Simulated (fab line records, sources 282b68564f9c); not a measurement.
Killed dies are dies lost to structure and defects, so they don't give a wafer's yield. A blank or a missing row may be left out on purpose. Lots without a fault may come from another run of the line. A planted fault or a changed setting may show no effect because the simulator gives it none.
Which tool did it? | flow rit_cmos | 7 lots, 21 wafers sampled, at 2 steps of a route of 202

WHAT THE GAUGES READ, wafer by wafer
RIT_CONTACT_THK_MEAS_01.
lot  | measured    | on            | CONTACT_TEOS_THK (nm)
L559 | day 3 15:44 | film_metro-02 | 391 396 398
L561 | day 4 01:54 | film_metro-03 | 386 392 392
L563 | day 4 09:16 | film_metro-03 | 392 399 392
L573 | day 6 15:38 | film_metro-02 | 456 467 459 456 467 459
L575 | day 6 21:21 | film_metro-02 | 389 404 401
L578 | day 8 02:44 | film_metro-03 | 394 392 401
L581 | day 8 13:06 | film_metro-03 | 395 400 398

WHICH TOOL RAN EACH LOT (tool, then ch and the chambers of the sampled wafers, then the start)
lot  | RIT_CONTACT_CVD_00
L559 | pecvd-01 ch 0,1,2, day 3 15:40
L561 | pecvd-03 ch 0,1, day 4 01:50
L563 | pecvd-04 ch 0,1,2, day 4 09:13
L573 | pecvd-03 ch 0,2, day 6 15:34
L575 | pecvd-04 ch 1,2, day 6 21:17
L578 | pecvd-04 ch 1,2, day 8 02:41
L581 | pecvd-04 ch 1,2, day 8 13:03
- RIT_CONTACT_CVD_00: deposits SiO2 from TEOS, target thk 400 nm, time 61 s.

THE ANSWER, worked out from the rows above alone
Rule: what is usual is taken from the lots themselves. Put in order of their means at a reading, lots are off if they are a third of the lots or fewer, leave a main group of 4 or more, and stand apart from it by a gap of 3 or more times the standard deviation of the main group's means; of several such gaps the widest counts. A main group whose means are all the same, to the digits that the tables above print for the reading, isn't used. A lot without any number at a reading at which 4 lots or more have one is off too. The other lots that the step has rows for count as sound.
Off: L573, at RIT_CONTACT_THK_MEAS_01 (CONTACT_TEOS_THK). The main group: mean 395 nm, standard deviation 2.6.
A tool fits if, at a process step before that reading, it ran every lot that is off, and no sound lot after the first of them. The gauges at RIT_CONTACT_THK_MEAS_01 are tried like those tools. One fits: pecvd-03 at RIT_CONTACT_CVD_00. Its last sound lot is L561 (day 4 01:50), its first lot that is off L573 (day 6 15:34): a fault that began between those two fits.

WHAT THE SIMULATOR HAD PUT IN
Process parameter drift: pecvd-03, from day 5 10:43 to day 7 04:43, at RIT_CONTACT_CVD_00. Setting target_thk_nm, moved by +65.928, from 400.
Lots struck among those shown: L573. The rule above found the same.
